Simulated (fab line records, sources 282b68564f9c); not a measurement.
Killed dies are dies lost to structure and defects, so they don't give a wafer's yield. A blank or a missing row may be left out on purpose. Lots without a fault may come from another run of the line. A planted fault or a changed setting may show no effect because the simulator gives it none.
Which tool did it? | flow rit_cmos | 14 lots, 42 wafers sampled, at 4 steps of a route of 202

WHAT THE GAUGES READ, wafer by wafer
RIT_GATE_OVL_MEAS_17.
lot  | measured    | on         | GATE_OVL (nm)
L832 | day 2 19:19 | overlay-01 | 0.7 0.9 -1.2
L833 | day 3 00:20 | overlay-01 | 0.5 0.6 1.0
L834 | day 3 02:00 | overlay-01 | -0.9 0.8 0.6
L835 | day 3 08:13 | overlay-01 | 0.7 1.6 1.0
L836 | day 3 15:07 | overlay-01 | 0.7 1.2 0.3
L839 | day 4 08:22 | overlay-01 | 4.0 4.7 1.8
L841 | day 4 15:15 | overlay-01 | -1.6 0.8 0.6
L842 | day 4 21:41 | overlay-01 | 0.5 -0.1 0.8
L843 | day 5 00:37 | overlay-02 | -2.4 -0.7 0.6
L844 | day 5 06:34 | overlay-02 | -0.2 -1.4 0.2
L845 | day 5 08:26 | overlay-02 | -1.1 0.2 -1.3
L846 | day 5 15:40 | overlay-02 | 1.3 1.6 1.0
L847 | day 5 21:20 | overlay-01 | 3.1 0.0 2.4
L854 | day 7 03:54 | overlay-02 | -0.8 1.1 1.8

RIT_NLDD_TW_MEAS_10.
lot  | measured    | on            | NLDD_TW
L832 | day 3 00:17 | film_metro-03 | 2474 2486 2477
L833 | day 3 06:18 | film_metro-03 | 2472 2471 2464
L834 | day 3 09:22 | film_metro-01 | 2472 2486 2466
L835 | day 3 15:46 | film_metro-02 | 2455 2471 2479
L836 | day 3 20:32 | film_metro-03 | 2474 2484 2474
L839 | day 4 14:08 | film_metro-02 | 2466 2464 2448
L841 | day 4 21:02 | film_metro-03 | 2489 2493 2487
L842 | day 5 02:46 | film_metro-03 | 2475 2485 2481
L843 | day 5 05:49 | film_metro-02 | 2473 2485 2474
L844 | day 5 11:37 | film_metro-03 | 2463 2469 2481
L845 | day 5 14:13 | film_metro-02 | 2475 2484 2476
L846 | day 5 21:06 | film_metro-03 | 2472 2468 2480
L847 | day 6 03:07 | film_metro-03 | 2487 2486 2486
L854 | day 7 09:23 | film_metro-03 | 2477 2473 2482

RIT_SILICIDE_THK_MEAS_03: measures by xrf.
lot  | measured    | on            | SILICIDE_TI_THK (nm)
L832 | day 3 08:26 | film_metro-04 | 29.4 29.2 29.4
L833 | day 3 14:31 | film_metro-03 | 29.2 29.4 28.8
L834 | day 3 17:49 | film_metro-04 | 30.0 29.8 29.9
L835 | day 4 00:03 | film_metro-04 | 29.7 29.5 30.0
L836 | day 4 04:37 | film_metro-03 | 29.5 29.7 29.7
L839 | day 4 22:35 | film_metro-03 | 30.2 29.6 29.7
L841 | day 5 05:53 | film_metro-04 | 28.9 29.1 29.6
L842 | day 5 12:05 | film_metro-04 | 29.7 29.6 29.7
L843 | day 5 15:11 | film_metro-03 | 29.9 29.0 29.3
L844 | day 5 20:00 | film_metro-03 | 30.2 29.9 30.1
L845 | day 5 23:18 | film_metro-01 | 29.3 29.1 29.5
L846 | day 6 06:31 | film_metro-04 | 29.4 29.5 29.4
L847 | day 6 11:22 | film_metro-04 | 28.8 29.1 29.2
L854 | day 7 19:21 | film_metro-03 | 29.6 29.9 29.6

WHICH TOOL RAN EACH LOT (tool, then ch and the chambers of the sampled wafers, then the start)
lot  | RIT_NSD_COAT_01
L832 | litho_track-02 ch 0, day 3 04:36
L833 | litho_track-03 ch 0, day 3 10:29
L834 | litho_track-02 ch 0, day 3 13:43
L835 | litho_track-02 ch 0, day 3 20:04
L836 | litho_track-03 ch 0, day 4 00:44
L839 | litho_track-02 ch 0, day 4 18:29
L841 | litho_track-02 ch 0, day 5 01:53
L842 | litho_track-03 ch 0, day 5 08:04
L843 | litho_track-03 ch 0, day 5 11:02
L844 | litho_track-02 ch 0, day 5 15:54
L845 | litho_track-01 ch 0, day 5 19:19
L846 | litho_track-03 ch 0, day 6 02:22
L847 | litho_track-03 ch 0, day 6 07:14
L854 | litho_track-02 ch 0, day 7 15:21
- RIT_NSD_COAT_01: resist thk 1000 nm.

WHAT THE TOOLS THEMSELVES READ (means of the sampled wafers that have a number; where no wafer has one, the mark that the record gives instead)
RIT_NSD_COAT_01.
lot  | tool           | chill_plate_temp_C (C) | exhaust_pa (Pa) | spin_speed_rpm (rpm)
L832 | litho_track-02 | 23.00                  | 46.4            | 3248.8
L833 | litho_track-03 | 22.99                  | 44.3            | 3251.7
L834 | litho_track-02 | 23.03                  | 44.8            | 3248.5
L835 | litho_track-02 | 22.94                  | 45.1            | 3249.7
L836 | litho_track-03 | 23.12                  | 46.5            | 3250.3
L839 | litho_track-02 | 22.91                  | 45.7            | 3249.2
L841 | litho_track-02 | 22.97                  | 46.2            | 3248.1
L842 | litho_track-03 | 23.04                  | 45.1            | 3252.6
L843 | litho_track-03 | 22.93                  | 44.0            | 3251.7
L844 | litho_track-02 | 22.90                  | 44.9            | 3250.2
L845 | litho_track-01 | 23.07                  | 44.4            | 3251.5
L846 | litho_track-03 | 22.99                  | 44.4            | 3013.1
L847 | litho_track-03 | 23.01                  | 44.7            | 3009.8
L854 | litho_track-02 | 23.09                  | 44.7            | 3250.7

THE ANSWER, worked out from the rows above alone
Rule: what is usual is taken from the lots themselves. Put in order of their means at a reading, lots are off if they are a third of the lots or fewer, leave a main group of 4 or more, and stand apart from it by a gap of 3 or more times the standard deviation of the main group's means; of several such gaps the widest counts. A main group whose means are all the same, to the digits that the tables above print for the reading, isn't used. A lot without any number at a reading at which 4 lots or more have one is off too. The other lots that the step has rows for count as sound. The gauges are gone through in route order, then the tools' own readings, and for those a lot's mean is taken as printed above. The first step at which some lot is off is used, and at that step the reading that is off furthest; a lot without a number counts as furthest.
Off: L846, L847, at RIT_NSD_COAT_01 (spin_speed_rpm). The main group: mean 3250.2 rpm, standard deviation 1.4.
A tool fits if, at that step or a process step before it, it ran every lot that is off, and no sound lot after the first of them. One fits: litho_track-03 at RIT_NSD_COAT_01. Its last sound lot is L843 (day 5 11:02), its first lot that is off L846 (day 6 02:22): a fault that began between those two fits.
The tool's own readings at RIT_NSD_COAT_01 bear it out: on the lots that are off they differ by more than 5 times the standard deviation of the sound lots' means. spin_speed_rpm reads 3011.4 rpm there against 3250.2 rpm on the sound lots.

WHAT THE SIMULATOR HAD PUT IN
Process parameter drift: litho_track-03, from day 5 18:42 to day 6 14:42, at RIT_NSD_COAT_01. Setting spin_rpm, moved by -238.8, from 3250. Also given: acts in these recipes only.
Lots struck among those shown: L846, L847. The rule above found the same.
